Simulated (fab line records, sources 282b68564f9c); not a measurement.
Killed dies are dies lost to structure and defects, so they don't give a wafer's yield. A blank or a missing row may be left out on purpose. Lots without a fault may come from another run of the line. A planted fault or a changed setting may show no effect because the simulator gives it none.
Which tool did it? | flow rit_cmos | 14 lots, 42 wafers sampled, at 1 step of a route of 202

WHAT THE GAUGES READ, wafer by wafer
RIT_ACTIVE_BOW_MEAS_00. Usual: INCOMING_BOW 1 um, standard deviation 6.
lot  | measured    | on            | INCOMING_BOW (um) | flag
L650 | day 1 10:02 | film_metro-02 | 3 -4 -5           |
L651 | day 1 15:01 | film_metro-04 | -2 -11 2          |
L652 | day 1 20:00 | film_metro-04 | 1 -8 2            |
L653 | day 2 01:01 | film_metro-02 | 3 9 -3            |
L654 | day 2 06:02 | film_metro-01 | 1 -8 7            |
L655 | day 2 11:00 | film_metro-02 | 2 2 -1            |
L656 | day 2 16:01 | film_metro-02 | -3 -2 9           |
L659 | day 3 07:01 | film_metro-04 | 3 -11 -4          |
L660 | day 3 12:00 | film_metro-01 | -2 4 -6           |
L663 | day 4 03:00 | film_metro-04 | 11 6 5            |
L667 | day 4 23:00 | film_metro-04 | -2 3 -4           |
L669 | day 5 09:01 | film_metro-04 | 3 -5 4            |
L670 | day 5 14:00 | film_metro-01 | 4 0 9             |
L671 | day 5 19:00 | film_metro-02 | -1 2 4            |

WHICH TOOL RAN EACH LOT (tool, then ch and the chambers of the sampled wafers, then the start)
The record holds no process step before these readings.

WHAT THE TOOLS THEMSELVES READ (means of the sampled wafers that have a number; where no wafer has one, the mark that the record gives instead)
The record holds no such reading with a usual standard deviation.

THE ANSWER, worked out from the rows above alone
Rule: a lot is off if the mean of its wafers that have a number lies more than 3 standard deviations from the usual mean. A lot without any number at a reading at which 4 lots or more have one is off too. The other lots that the step has rows for count as sound. The gauges are gone through in route order, then the tools' own readings, and for those a lot's mean is taken as printed above. The first step at which some lot is off is used, and at that step the reading that is off furthest; a lot without a number counts as furthest.
No lot is off at any reading shown: from this, nothing can be told.

WHAT THE SIMULATOR HAD PUT IN
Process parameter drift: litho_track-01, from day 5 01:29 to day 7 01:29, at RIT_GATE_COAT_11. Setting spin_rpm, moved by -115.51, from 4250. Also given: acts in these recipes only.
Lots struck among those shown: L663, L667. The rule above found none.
